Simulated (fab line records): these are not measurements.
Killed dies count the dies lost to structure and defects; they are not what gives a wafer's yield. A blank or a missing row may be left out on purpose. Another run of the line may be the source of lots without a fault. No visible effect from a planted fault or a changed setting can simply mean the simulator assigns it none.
One fault seen from 2 desks    flow rit cmos    numbers are kept per desk, each desk with only its own; the story behind them comes last

THE TOOL OWNER'S DESK: furnace-03
The tool's own readings at RIT_ACTIVE_OXIDATION_01 (target thk 46.8 nm, ox time 3360 s): means of the sampled wafers that have a number, for each lot that ran on this tool. Any lot whose mean is over 4 standard deviations away from the usual mean is out of limits and marked OUT; that distance is given in the brackets.
Columns: A = ox temp c at RIT_ACTIVE_OXIDATION_01, usual 1000.0 C; B = ox temp c max at RIT_ACTIVE_OXIDATION_01, usual 1006.8
lot   first seen here  A       B
L833  day 1 20:07      999.6   1008.2
L836  day 2 11:08      999.9   1008.1
L837  day 2 16:07      1000.6  1010.2
L839  day 3 02:40      999.5   1007.4
L851  day 5 14:07      1000.4  1010.3
L852  day 5 19:11      1000.0  1009.5
L854  day 6 07:15      999.9   1009.2
This desk's verdict: no lot among the 7 shows anything out of limits.

METROLOGY DESK
Means of the sampled wafers that have a number, per lot and without regard to the tool the lot ran on: this is what the gauges read. Any lot whose mean is over 4 standard deviations away from the usual mean is out of limits and marked OUT; that distance is given in the brackets.
Columns: A = ACTIVE_OXIDE_THK at RIT_ACTIVE_THK_MEAS_02, usual 47.2 nm; B = NWELL_OVL at RIT_NWELL_OVL_MEAS_06, usual 0.5 nm; C = PWELL_RS at RIT_WELLDRIVE_RS_MEAS_02, usual 429.6 ohm/sq
lot   first seen here  A               B     C
L831  day 1 12:48      47.4            -1.3  430.7
L832  day 1 17:03      46.7            -0.3  430.2
L833  day 1 22:03      46.2            2.3   429.8
L836  day 2 13:04      29.8 (-17) OUT  0.0   429.2
L837  day 2 18:05      29.4 (-18) OUT  2.3   429.0
L839  day 3 04:36      29.8 (-17) OUT  -0.3  428.8
L845  day 4 10:14      46.8            0.1   428.5
L846  day 4 15:13      48.2            0.1   429.9
L847  day 4 20:03      47.1            1.1   429.2
L848  day 5 01:04      47.3            -0.4  429.6
L850  day 5 11:04      48.6            -1.1  433.0
L851  day 5 16:04      45.4            -0.8  428.8
L852  day 5 21:08      47.0            -0.2  428.7
L853  day 6 02:29      47.8            -0.3  429.2
L854  day 6 09:11      46.2            1.0   431.3
This desk's result: L836, L837, L839 out of limits, first on L836 (ACTIVE_OXIDE_THK at RIT_ACTIVE_THK_MEAS_02), day 2 13:04. In limits: L831, L832, L833, L845, L846, L847, L848, L850, L851, L852, L853, L854.

TAKEN TOGETHER
L836, L837, L839 would have let the metrology desk raise an alarm at day 2 13:04.
The desk of the tool owner found nothing out of limits.
The tool owner's desk has L836, L837, L839 on record, within its limits.
The lots listed all ran RIT_ACTIVE_OXIDATION_01 on furnace-03.

WHAT THE SIMULATOR PUT IN
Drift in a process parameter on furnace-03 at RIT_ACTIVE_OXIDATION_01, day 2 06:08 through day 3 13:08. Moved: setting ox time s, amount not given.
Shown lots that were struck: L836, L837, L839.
Hours from the fault's start to each desk's first reading out of limits: the metrology desk, 7.
